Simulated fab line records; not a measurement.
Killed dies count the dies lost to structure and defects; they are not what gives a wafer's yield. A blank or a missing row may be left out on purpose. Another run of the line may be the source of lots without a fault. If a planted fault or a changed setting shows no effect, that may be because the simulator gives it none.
The tool behind it: which one?    flow rit-cmos    Sampling: 14 lots, 42 wafers, 5 of 202 route steps

## WHAT THE GAUGES SHOWED, per wafer
RIT_REOX_THK_MEAS_04.
lot   measured     on             REOX_OXIDE_THK (nm)
L972  day 2 16:37  film-metro-02  25.0 25.2 25.4
L973  day 2 22:13  film-metro-01  25.6 25.5 25.2
L974  day 3 03:04  film-metro-01  25.8 25.6 25.4
L977  day 3 18:04  film-metro-03  25.2 25.1 25.3
L978  day 3 21:52  film-metro-02  25.3 25.2 25.8
L981  day 4 13:03  film-metro-02  25.4 25.4 25.5
L982  day 4 18:43  film-metro-03  25.4 25.8 25.7
L987  day 5 23:06  film-metro-01  25.2 25.7 25.3
L988  day 6 01:35  film-metro-02  24.7 24.7 24.6
L989  day 6 05:07  film-metro-03  24.9 24.7 24.9
L992  day 7 01:01  film-metro-01  25.4 25.4 25.3
L993  day 7 06:22  film-metro-03  26.2 26.2 25.8
L994  day 7 08:00  film-metro-01  26.1 25.9 25.8
L995  day 7 13:32  film-metro-03  25.1 24.5 24.0

RIT_SPACER_THK_MEAS_04.
lot   measured     on             SPACER_NITRIDE_THK (nm)
L972  day 2 21:56  film-metro-02  248.4 248.4 246.9
L973  day 3 03:34  film-metro-04  246.8 248.1 246.8
L974  day 3 08:20  film-metro-04  250.2 249.3 250.6
L977  day 3 23:25  film-metro-01  249.5 249.1 249.0
L978  day 4 03:20  film-metro-02  247.0 246.5 246.7
L981  day 4 20:08  film-metro-04  225.1 226.6 225.3
L982  day 5 00:59  film-metro-02  225.1 225.8 226.9
L987  day 6 04:34  film-metro-01  242.9 243.4 243.8
L988  day 6 07:02  film-metro-01  252.5 251.6 249.5
L989  day 6 10:44  film-metro-01  245.5 244.2 245.6
L992  day 7 06:20  film-metro-02  246.7 246.3 244.9
L993  day 7 11:36  film-metro-02  249.8 246.5 247.9
L994  day 7 13:35  film-metro-02  249.0 249.9 248.6
L995  day 7 19:15  film-metro-01  250.2 251.2 249.4

## WHAT TOOL EACH LOT RAN ON (gives the tool, then ch and the chambers of the sampled wafers, and finally the start)
lot   RIT_GATE_STRIP_20                    RIT_NLDD_STRIP_09                    RIT_SPACER_CVD_03
L972  plasma-asher-02 ch 0,1, day 2 13:17  plasma-asher-01 ch 0,1, day 2 17:54  lpcvd-02 ch 1, day 2 20:00
L973  plasma-asher-02 ch 0,1, day 2 18:23  plasma-asher-01 ch 0,1, day 2 23:32  lpcvd-02 ch 1, day 3 01:38
L974  plasma-asher-02 ch 0,1, day 2 23:49  plasma-asher-01 ch 0,1, day 3 04:23  lpcvd-01 ch 0, day 3 06:25
L977  plasma-asher-03 ch 1, day 3 14:49    plasma-asher-01 ch 0,1, day 3 19:20  lpcvd-01 ch 1, day 3 21:29
L978  plasma-asher-04 ch 0,1, day 3 18:38  plasma-asher-04 ch 0,1, day 3 23:16  lpcvd-01 ch 0, day 4 01:25
L981  plasma-asher-03 ch 0,1, day 4 09:47  plasma-asher-02 ch 0,1, day 4 14:28  lpcvd-01 ch 0, day 4 17:14
L982  plasma-asher-03 ch 1, day 4 15:30    plasma-asher-04 ch 0,1, day 4 19:58  lpcvd-01 ch 0, day 4 22:07
L987  plasma-asher-03 ch 0,1, day 5 19:53  plasma-asher-01 ch 0,1, day 6 00:28  lpcvd-02 ch 1, day 6 02:40
L988  plasma-asher-04 ch 0,1, day 5 22:22  plasma-asher-02 ch 0,1, day 6 02:59  lpcvd-02 ch 0, day 6 05:05
L989  plasma-asher-03 ch 0,1, day 6 01:54  plasma-asher-02 ch 0,1, day 6 06:28  lpcvd-02 ch 0, day 6 08:49
L992  plasma-asher-04 ch 0,1, day 6 21:45  plasma-asher-04 ch 0,1, day 7 02:17  lpcvd-02 ch 0, day 7 04:24
L993  plasma-asher-02 ch 0,1, day 7 02:22  plasma-asher-02 ch 0,1, day 7 07:40  lpcvd-02 ch 1, day 7 09:40
L994  plasma-asher-04 ch 0,1, day 7 03:47  plasma-asher-01 ch 0,1, day 7 09:35  lpcvd-02 ch 1, day 7 11:40
L995  plasma-asher-04 ch 0,1, day 7 10:19  plasma-asher-01 ch 0,1, day 7 15:03  lpcvd-02 ch 1, day 7 17:19
- RIT_GATE_STRIP_20: strips in O2, time 180 s.
- RIT_NLDD_STRIP_09: strips in O2, time 180 s.
- RIT_SPACER_CVD_03: deposits Si3N4 from SiH2Cl2/NH3, target thk 250 nm, time 3300 s.

## WHAT THE TOOLS THEMSELVES READ (means of the sampled wafers that have a number; where no wafer has one, the mark that the record gives instead)
RIT_GATE_STRIP_20.
lot   tool             drypump-motor-current-A (A)
L972  plasma-asher-02  5.4
L973  plasma-asher-02  5.4
L974  plasma-asher-02  5.5
L977  plasma-asher-03  5.9
L978  plasma-asher-04  6.3
L981  plasma-asher-03  5.6
L982  plasma-asher-03  5.9
L987  plasma-asher-03  5.2
L988  plasma-asher-04  6.3
L989  plasma-asher-03  5.6
L992  plasma-asher-04  6.3
L993  plasma-asher-02  5.5
L994  plasma-asher-04  6.3
L995  plasma-asher-04  6.3

RIT_NLDD_STRIP_09.
lot   tool             drypump-motor-current-A (A)
L972  plasma-asher-01  5.5
L973  plasma-asher-01  5.2
L974  plasma-asher-01  5.2
L977  plasma-asher-01  5.5
L978  plasma-asher-04  6.3
L981  plasma-asher-02  5.4
L982  plasma-asher-04  6.3
L987  plasma-asher-01  5.4
L988  plasma-asher-02  5.5
L989  plasma-asher-02  5.5
L992  plasma-asher-04  6.3
L993  plasma-asher-02  5.4
L994  plasma-asher-01  5.5
L995  plasma-asher-01  5.5

RIT_SPACER_CVD_03.
lot   tool      zone-power-load-pct (%)
L972  lpcvd-02  18.0
L973  lpcvd-02  17.8
L974  lpcvd-01  21.2
L977  lpcvd-01  21.2
L978  lpcvd-01  21.2
L981  lpcvd-01  21.3
L982  lpcvd-01  21.5
L987  lpcvd-02  18.0
L988  lpcvd-02  18.3
L989  lpcvd-02  18.2
L992  lpcvd-02  18.3
L993  lpcvd-02  17.8
L994  lpcvd-02  18.0
L995  lpcvd-02  18.2

## THE ANSWER, worked out from the rows above alone
Rule: the usual values come from the lots themselves. Put in order of their means at a reading, lots are off if they are a third of the lots or fewer, leave a main group of 4 or more, and stand apart from it by a gap of 3 or more times the standard deviation of the main group's means; of several such gaps the widest counts. A main group whose means are all the same, to the digits that the tables above print for the reading, isn't used. Also off: a lot with no number at a reading for which 4 or more lots have one. The other lots that the step has rows for count as sound. After the gauges, taken in route order, come the tools' own readings; for these a lot's mean is taken, as printed above. At the first step where some lot is off, the reading lying furthest off is the one used; lots without a number count as furthest.
Off: at RIT_SPACER_THK_MEAS_04 (SPACER_NITRIDE_THK), L981, L982. Main group: mean 247.9 nm, sd 2.2.
A tool fits if, at a process step before that reading, it ran every lot that is off, and no sound lot after the first of them. Those tools and the gauges at RIT_SPACER_THK_MEAS_04 are tried in the same way. One candidate fits, namely lpcvd-01 at RIT_SPACER_CVD_03. A fault onset in the window from L978 (day 4 01:25, its last sound lot) to L981 (day 4 17:14, its first lot off) fits.

## WHAT THE SIMULATOR HAD PUT IN
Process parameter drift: lpcvd-01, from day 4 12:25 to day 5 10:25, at RIT_SPACER_CVD_03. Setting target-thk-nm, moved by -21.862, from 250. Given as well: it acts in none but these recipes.
Lots struck among those shown: L981, L982. The rule above reached the same finding.
